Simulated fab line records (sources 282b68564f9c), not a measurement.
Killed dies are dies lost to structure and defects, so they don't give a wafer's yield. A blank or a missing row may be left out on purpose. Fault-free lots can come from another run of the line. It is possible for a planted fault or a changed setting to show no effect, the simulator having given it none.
Which tool is to blame? || flow rit cmos || 14 lots, 42 wafers sampled, at 3 steps of a route of 202

WHAT THE GAUGES READ, wafer by wafer
RIT_ACTIVE_THK_MEAS_04. Usual: ACTIVE_NITRIDE_THK gives 149.4 nm (standard deviation 1.1).
{"lot": "L155", "measured": "day 1 13:34", "on": "film metro-02", "ACTIVE_NITRIDE_THK (nm)": "148.9 150.5 149.4", "flag": ""}
{"lot": "L156", "measured": "day 1 18:33", "on": "film metro-03", "ACTIVE_NITRIDE_THK (nm)": "149.8 150.6 151.0", "flag": ""}
{"lot": "L157", "measured": "day 2 00:46", "on": "film metro-03", "ACTIVE_NITRIDE_THK (nm)": "149.0 148.0 148.2", "flag": ""}
{"lot": "L158", "measured": "day 2 05:16", "on": "film metro-03", "ACTIVE_NITRIDE_THK (nm)": "150.2 149.5 148.7", "flag": ""}
{"lot": "L159", "measured": "day 2 09:32", "on": "film metro-02", "ACTIVE_NITRIDE_THK (nm)": "149.5 148.9 149.3", "flag": ""}
{"lot": "L161", "measured": "day 2 20:17", "on": "film metro-02", "ACTIVE_NITRIDE_THK (nm)": "148.3 147.7 146.9", "flag": ""}
{"lot": "L165", "measured": "day 3 15:32", "on": "film metro-02", "ACTIVE_NITRIDE_THK (nm)": "149.2 147.8 148.5", "flag": ""}
{"lot": "L166", "measured": "day 3 20:32", "on": "film metro-03", "ACTIVE_NITRIDE_THK (nm)": "148.9 148.5 148.6", "flag": ""}
{"lot": "L171", "measured": "day 4 21:34", "on": "film metro-04", "ACTIVE_NITRIDE_THK (nm)": "149.2 148.3 148.0", "flag": ""}
{"lot": "L172", "measured": "day 5 02:32", "on": "film metro-03", "ACTIVE_NITRIDE_THK (nm)": "149.9 148.2 148.4", "flag": ""}
{"lot": "L173", "measured": "day 5 07:32", "on": "film metro-02", "ACTIVE_NITRIDE_THK (nm)": "149.0 148.7 149.7", "flag": ""}
{"lot": "L174", "measured": "day 5 15:01", "on": "film metro-02", "ACTIVE_NITRIDE_THK (nm)": "148.1 147.9 149.0", "flag": ""}
{"lot": "L176", "measured": "day 5 22:32", "on": "film metro-04", "ACTIVE_NITRIDE_THK (nm)": "151.9 150.6 150.5", "flag": ""}
{"lot": "L178", "measured": "day 6 10:16", "on": "film metro-02", "ACTIVE_NITRIDE_THK (nm)": "150.2 151.4 151.0", "flag": ""}

RIT_PRETRO_OVL_MEAS_06. Usual: PRETRO_OVL gives -0.7 nm (standard deviation 1.1).
{"lot": "L155", "measured": "day 2 08:19", "on": "overlay-01", "PRETRO_OVL (nm)": "-1.0 1.2 1.0", "flag": ""}
{"lot": "L156", "measured": "day 2 14:37", "on": "overlay-02", "PRETRO_OVL (nm)": "0.3 -1.1 -0.9", "flag": ""}
{"lot": "L157", "measured": "day 2 18:16", "on": "overlay-01", "PRETRO_OVL (nm)": "-1.4 -0.4 0.2", "flag": ""}
{"lot": "L158", "measured": "day 2 22:22", "on": "overlay-01", "PRETRO_OVL (nm)": "-1.3 -1.7 -1.0", "flag": ""}
{"lot": "L159", "measured": "day 3 02:36", "on": "overlay-01", "PRETRO_OVL (nm)": "0.4 -2.0 -0.5", "flag": ""}
{"lot": "L161", "measured": "day 3 13:17", "on": "overlay-02", "PRETRO_OVL (nm)": "-0.6 -1.5 -1.9", "flag": ""}
{"lot": "L165", "measured": "day 4 09:40", "on": "overlay-01", "PRETRO_OVL (nm)": "-0.3 -0.3 -0.5", "flag": ""}
{"lot": "L166", "measured": "day 4 13:39", "on": "overlay-02", "PRETRO_OVL (nm)": "-1.4 -0.4 -0.7", "flag": ""}
{"lot": "L171", "measured": "day 5 15:00", "on": "overlay-01", "PRETRO_OVL (nm)": "1.2 -0.4 -0.2", "flag": ""}
{"lot": "L172", "measured": "day 5 20:19", "on": "overlay-01", "PRETRO_OVL (nm)": "-0.1 -1.9 0.0", "flag": ""}
{"lot": "L173", "measured": "day 6 06:48", "on": "overlay-02", "PRETRO_OVL (nm)": "-2.5 -1.1 -0.9", "flag": ""}
{"lot": "L174", "measured": "day 6 08:29", "on": "overlay-01", "PRETRO_OVL (nm)": "-1.0 -0.3 0.0", "flag": ""}
{"lot": "L176", "measured": "day 6 19:03", "on": "overlay-02", "PRETRO_OVL (nm)": "0.0 -1.7 -0.5", "flag": ""}
{"lot": "L178", "measured": "day 7 02:57", "on": "overlay-02", "PRETRO_OVL (nm)": "-1.5 0.5 -0.3", "flag": ""}

EACH LOT AND THE TOOL THAT RAN IT (in order: tool; ch and the chambers of the sampled wafers; start)
{"lot": "L155", "RIT_ACTIVE_SOFTBAKE_07": "litho track-02 ch 0, day 1 13:58"}
{"lot": "L156", "RIT_ACTIVE_SOFTBAKE_07": "litho track-04 ch 0, day 1 18:56"}
{"lot": "L157", "RIT_ACTIVE_SOFTBAKE_07": "litho track-02 ch 0, day 2 01:09"}
{"lot": "L158", "RIT_ACTIVE_SOFTBAKE_07": "litho track-04 ch 0, day 2 05:38"}
{"lot": "L159", "RIT_ACTIVE_SOFTBAKE_07": "litho track-04 ch 0, day 2 09:55"}
{"lot": "L161", "RIT_ACTIVE_SOFTBAKE_07": "litho track-02 ch 0, day 2 20:39"}
{"lot": "L165", "RIT_ACTIVE_SOFTBAKE_07": "litho track-04 ch 0, day 3 15:53"}
{"lot": "L166", "RIT_ACTIVE_SOFTBAKE_07": "litho track-04 ch 0, day 3 20:53"}
{"lot": "L171", "RIT_ACTIVE_SOFTBAKE_07": "litho track-03 ch 0, day 4 21:58"}
{"lot": "L172", "RIT_ACTIVE_SOFTBAKE_07": "litho track-03 ch 0, day 5 02:53"}
{"lot": "L173", "RIT_ACTIVE_SOFTBAKE_07": "litho track-03 ch 0, day 5 07:55"}
{"lot": "L174", "RIT_ACTIVE_SOFTBAKE_07": "litho track-02 ch 0, day 5 15:25"}
{"lot": "L176", "RIT_ACTIVE_SOFTBAKE_07": "litho track-03 ch 0, day 5 22:53"}
{"lot": "L178", "RIT_ACTIVE_SOFTBAKE_07": "litho track-02 ch 0, day 6 10:40"}
- RIT_ACTIVE_SOFTBAKE_07: time 60 s.

AS READ BY THE TOOLS THEMSELVES (means over the sampled wafers that have a number; for cases with no such wafer, the mark the record gives instead)
RIT_ACTIVE_SOFTBAKE_07. Usual: heater power total W 34.56 W, standard deviation 0.049; plate temp C 89.98 C, standard deviation 0.12.
{"lot": "L155", "tool": "litho track-02", "heater power total W (W)": 34.56, "plate temp C (C)": 90.02, "flag": ""}
{"lot": "L156", "tool": "litho track-04", "heater power total W (W)": 34.57, "plate temp C (C)": 90.00, "flag": ""}
{"lot": "L157", "tool": "litho track-02", "heater power total W (W)": 34.57, "plate temp C (C)": 89.95, "flag": ""}
{"lot": "L158", "tool": "litho track-04", "heater power total W (W)": 34.50, "plate temp C (C)": 89.98, "flag": ""}
{"lot": "L159", "tool": "litho track-04", "heater power total W (W)": 34.49, "plate temp C (C)": 89.83, "flag": ""}
{"lot": "L161", "tool": "litho track-02", "heater power total W (W)": 34.55, "plate temp C (C)": 89.94, "flag": ""}
{"lot": "L165", "tool": "litho track-04", "heater power total W (W)": 34.11, "plate temp C (C)": 89.26, "flag": "OFF"}
{"lot": "L166", "tool": "litho track-04", "heater power total W (W)": 34.15, "plate temp C (C)": 89.20, "flag": "OFF"}
{"lot": "L171", "tool": "litho track-03", "heater power total W (W)": 34.57, "plate temp C (C)": 89.94, "flag": ""}
{"lot": "L172", "tool": "litho track-03", "heater power total W (W)": 34.58, "plate temp C (C)": 90.03, "flag": ""}
{"lot": "L173", "tool": "litho track-03", "heater power total W (W)": 34.56, "plate temp C (C)": 90.07, "flag": ""}
{"lot": "L174", "tool": "litho track-02", "heater power total W (W)": 34.56, "plate temp C (C)": 89.94, "flag": ""}
{"lot": "L176", "tool": "litho track-03", "heater power total W (W)": 34.55, "plate temp C (C)": 90.06, "flag": ""}
{"lot": "L178", "tool": "litho track-02", "heater power total W (W)": 34.59, "plate temp C (C)": 89.88, "flag": ""}

THE ANSWER, worked out from the rows above alone
Rule: a lot counts as off when the mean over its wafers that have a number is more than 3 standard deviations away from the usual mean. A lot without any number at a reading at which 4 lots or more have one is off too. Where the step has rows for the other lots, those lots are counted as sound. Order of review: gauges by route order, followed by the tools' own readings, for which a lot's mean as printed above is used. At the first step where some lot is off, the reading lying furthest off is the one used; lots without a number count as furthest.
Off, at RIT_ACTIVE_SOFTBAKE_07 on heater power total W: L165, L166.
If a tool, at that step or one of the process steps before it, ran each lot that is off and ran no sound lot following the first of them, it fits. One fits: RIT_ACTIVE_SOFTBAKE_07 on litho track-04. A fault onset in the window from L159 (day 2 09:55, its last sound lot) to L165 (day 3 15:53, its first lot off) fits.
The tool's own readings at RIT_ACTIVE_SOFTBAKE_07 bear it out: on the lots that are off they differ by more than 5 times the standard deviation of the sound lots' means. heater power total W reads 34.13 W there against 34.55 W on the sound lots; plate temp C reads 89.23 C there against 89.97 C on the sound lots.

WHAT THE SIMULATOR HAD INSERTED
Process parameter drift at RIT_ACTIVE_SOFTBAKE_07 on litho track-04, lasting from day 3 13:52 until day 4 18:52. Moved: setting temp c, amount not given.
Struck lots among those shown: L165, L166. The same result came from the rule above.
